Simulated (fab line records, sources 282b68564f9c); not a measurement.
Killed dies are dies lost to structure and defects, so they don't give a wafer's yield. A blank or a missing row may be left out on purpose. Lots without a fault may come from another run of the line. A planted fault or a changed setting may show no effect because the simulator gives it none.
fab line records | flow rit_cmos
record lots=12 wafers=36 last_day=7
route steps=202 shown CONTACT@168 M1@202
lots that met no fault: from a run of the same line without faults
start_h: hours from the record's first day to the start of the lot's first wafer shown | wait_h: hours since the lot's step before | " the same as in the row above | L1.1+2: a row that stands for several wafers | - no value, or no start given | * or withheld: withheld | < > ~ a bound
route shown NAME@n: a module of which the file shows steps, and the number in the route of the first | usual: mean/standard deviation of fault-free wafers | same: alike in all rows | chamber/n: place in a boat | sites: the reading at each site | _std_site: their standard deviation | _edge_site: outer sites' mean less inner sites' | radius_mm: how far each site lies from the wafer's centre | mask NAME#n: copy n | behind: the tool/chamber that last shaped the wafer | hold: why the lot was held/for how many hours/how that ended | device: the transistor (n, p or np) that didn't switch | end of line: the same wafers' tests at the end of the route | a step without rows: its recipe alone | killed: dies lost to structure and defects at the first sort, not the wafer's yield | map: a wafer's dies, x killed, . not, _ none there
set.NAME: the setting as run; set.NAME@STEP: as run at that earlier step | model.NAME: the simulator's own value behind a step, which no gauge read
steps of the route over a sample of lots; a table a step, a row a wafer
services: from which hour (start_h, from the record's first day; less than 0 if before it) a tool's chamber was out of use, for how many hours, and why
## steps
# step RIT_CONTACT_CVD_00
# recipe material=SiO2 target_thk_nm=400 precursor=TEOS temp_c=390 time_s=62.96 rf_w=400
# usual heater_power_w=380/61
# columns lot.wafer tool chamber start_h wait_h heater_power_w
L653.4 pecvd-01 1 51.21 0.0 523
L653.5 " 0 " " 362
L653.6 " 2 " " 311
L654.3 pecvd-02 2 57.86 0.1 368
L654.5 " 2 " " 267
L654.6 " 1 " " 340
L659.2 pecvd-01 0 80.20 0.0 381
L659.3 " 2 " " 333
L659.5 " 2 " " 352
L660.2 pecvd-02 1 85.30 0.0 341
L660.3 " 2 " " 274
L660.6 " 2 " " 292
L665.2 pecvd-01 0 111.02 0.1 378
L665.3 " 2 " " 412
L665.6 " 2 " " 317
L667.3 pecvd-03 1 123.18 0.0 399
L667.5 " 2 " " 435
L667.6 " 0 " " 292
L668.1 pecvd-01 2 130.26 0.1 341
L668.3 " 1 " " 477
L668.4 " 0 " " 364
L670.1 pecvd-01 2 136.41 0.1 373
L670.3 " 1 " " 446
L670.4 " 2 " " 395
L671.2 pecvd-03 0 146.67 0.0 349
L671.4 " 1 " " 295
L671.6 " 2 " " 445
L673.2 pecvd-01 1 154.77 0.0 504
L673.4 " 0 " " 288
L673.5 " 1 " " 515
L674.1 pecvd-03 0 158.46 0.1 377
L674.4 " 2 " " 364
L674.6 " 0 " " 382
L676.4 pecvd-01 2 166.27 0.0 344
L676.5 " 1 " " 523
L676.6 " 0 " " 284
# step RIT_CONTACT_THK_MEAS_01
# recipe reads=SiO2_of_CONTACT_CVD_00
# usual CONTACT_TEOS_THK=413/5.4
# columns lot.wafer tool chamber start_h wait_h CONTACT_TEOS_THK[nm]
L653.4 film_metro-04 - 51.27 0.0 420
L653.5 " - " " 413
L653.6 " - " " 419
L654.3 film_metro-01 - 57.93 0.0 412
L654.5 " - " " 415
L654.6 " - " " 415
L659.2 film_metro-04 - 80.26 0.0 406
L659.3 " - " " 406
L659.5 " - " " 412
L660.2 film_metro-02 - 85.36 0.0 348
L660.3 " - " " 410
L660.6 " - " " 416
L665.2 film_metro-04 - 111.08 0.0 410
L665.3 " - " " 409
L665.6 " - " " 415
L667.3 film_metro-04 - 123.25 0.0 415
L667.5 " - " " 423
L667.6 " - " " 424
L668.1 film_metro-02 - 130.31 0.0 413
L668.3 " - " " 415
L668.4 " - " " 419
L670.1 film_metro-04 - 136.46 0.0 401
L670.3 " - " " 405
L670.4 " - " " 407
L671.2 film_metro-02 - 146.73 0.0 409
L671.4 " - " " 414
L671.6 " - " " 421
L673.2 film_metro-04 - 154.83 0.0 416
L673.4 " - " " 412
L673.5 " - " " 414
L674.1 film_metro-01 - 158.51 0.0 412
L674.4 " - " " 422
L674.6 " - " " 422
L676.4 film_metro-04 - 166.32 0.0 414
L676.5 " - " " 412
L676.6 " - " " 410
# step RIT_M1_PROBE_99
# usual killed_at_M0_to_M3=0.0/0.083 killed_at_contacts=0.1/0.25 killed_at_front_end=7.1/2.9 killed_dies=7.2/2.9 killed_on_rim=2.0/1.3 killed_open=3.6/1.9 killed_short=3.5/1.9
# same gross_dies=264 killed_at_M4_up=0 killed_at_back_side=0 killed_at_other=0
# columns lot.wafer tool chamber start_h wait_h killed_at_M0_to_M3 killed_at_contacts killed_at_front_end killed_dies killed_on_rim killed_open killed_short
L660.2 prober-01 - 91.58 0.1 0 0 3 3 1 3 0
L660.3 prober-01 - 91.63 0.2 0 0 6 6 1 4 2
L660.6 prober-01 - 91.78 0.2 0 0 9 9 2 5 4
L667.3 prober-01 - 130.47 0.2 0 0 9 9 2 7 2
L667.5 prober-01 - 130.57 0.2 0 0 4 4 0 0 4
L667.6 prober-01 - 130.62 0.2 0 0 6 6 1 3 3
L668.1 prober-02 - 138.00 0.1 0 0 12 12 5 6 6
L668.3 prober-02 - 138.10 0.2 0 0 10 10 1 5 5
L668.4 prober-02 - 138.15 0.2 0 0 11 11 5 5 6
L674.1 prober-02 - 165.04 0.1 0 0 7 7 1 3 4
L674.4 prober-02 - 165.19 0.2 0 0 7 7 2 4 3
L674.6 prober-02 - 165.29 0.2 0 0 10 10 1 6 4
# killed by level:class
L660.2 SPACER:geometric_particle:open=2 REOX:geometric_particle:open=1
L660.3 FOX1:geometric_particle:short=1 GATE:geometric_particle:open=1 GATE:geometric_particle:short=1 REOX:geometric_particle:open=1 SPACER:geometric_particle:open=1 SILICIDE:geometric_particle:open=1
L660.6 GATE:geometric_particle:short=3 GATE:geometric_particle:open=2 FOX1:geometric_particle:open=1 REOX:geometric_particle:open=1 SPACER:geometric_particle:short=1 SILICIDE:geometric_particle:open=1
L667.3 FOX1:geometric_particle:open=4 FOX1:geometric_particle:short=2 GATE:geometric_particle:open=2 SILICIDE:geometric_particle:open=1
L667.5 REOX:geometric_particle:short=3 GATE:geometric_particle:short=1
L667.6 FOX2:geometric_particle:open=2 FOX1:geometric_particle:short=1 GATE:geometric_particle:short=1 SPACER:geometric_particle:short=1 SPACER:geometric_particle:open=1
L668.1 REOX:geometric_particle:short=3 FOX2:geometric_particle:open=2 SPACER:geometric_particle:open=2 FOX1:geometric_particle:short=1 FOX1:geometric_particle:open=1 SPACER:geometric_particle:short=1 SILICIDE:geometric_particle:short=1 SILICIDE:geometric_particle:open=1
L668.3 REOX:geometric_particle:short=3 REOX:geometric_particle:open=3 GATE:geometric_particle:short=2 FOX1:geometric_particle:open=1 GATE:geometric_particle:open=1
L668.4 GATE:geometric_particle:short=3 REOX:geometric_particle:open=2 FOX1:geometric_particle:short=1 FOX2:geometric_particle:open=1 GATE:geometric_particle:open=1 REOX:geometric_particle:short=1 SPACER:geometric_particle:short=1 SPACER:geometric_particle:open=1
L674.1 GATE:geometric_particle:short=3 FOX1:geometric_particle:open=1 FOX1:geometric_particle:short=1 FOX2:geometric_particle:open=1 GATE:geometric_particle:open=1
L674.4 FOX1:geometric_particle:open=1 FOX1:geometric_particle:short=1 FOX2:geometric_particle:open=1 FOX2:geometric_particle:short=1 GATE:geometric_particle:short=1 GATE:geometric_particle:open=1 REOX:geometric_particle:open=1
L674.6 GATE:geometric_particle:open=3 GATE:geometric_particle:short=2 FOX1:geometric_particle:open=1 REOX:geometric_particle:open=1 SPACER:geometric_particle:open=1 SPACER:geometric_particle:short=1 SILICIDE:geometric_particle:short=1
## services
# columns tool chamber start_h hours kind
pecvd-02 0 50.70 9.6 repair
pecvd-02 - 108.68 2.8 pm
pecvd-02 - 123.35 1.2 repair
pecvd-03 - 126.53 14.6 pm
pecvd-02 2 138.91 5.6 repair
pecvd-03 1 163.44 6.5 repair
## key
first_sign step=RIT_CONTACT_THK_MEAS_01 reading=CONTACT_TEOS_THK direction=down sigmas=12 usual=413 struck=348
effect none on later readings
met_at RIT_CONTACT_CVD_00
struck_lots L660
struck_wafers L660.2
tester_left_out L660
onset_between 57.86 85.30
fault kind=site_profile_drift tool=pecvd-02 chamber=1 onset_h=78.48 steps=RIT_CONTACT_CVD_00 basis=fraction max_abs_drift=0.31941 slope_share_per_hr=70.981 site_pattern=0,0,0,0,0,-1,-1,-1,-1
# tester_left_out: of these lots the tester's yield and bins aren't shown, on N5 and GAA mostly nor the transistor test; their killed dies are dies lost to structure and defects alone, not to doping, threshold or leakage, so they don't give the yield
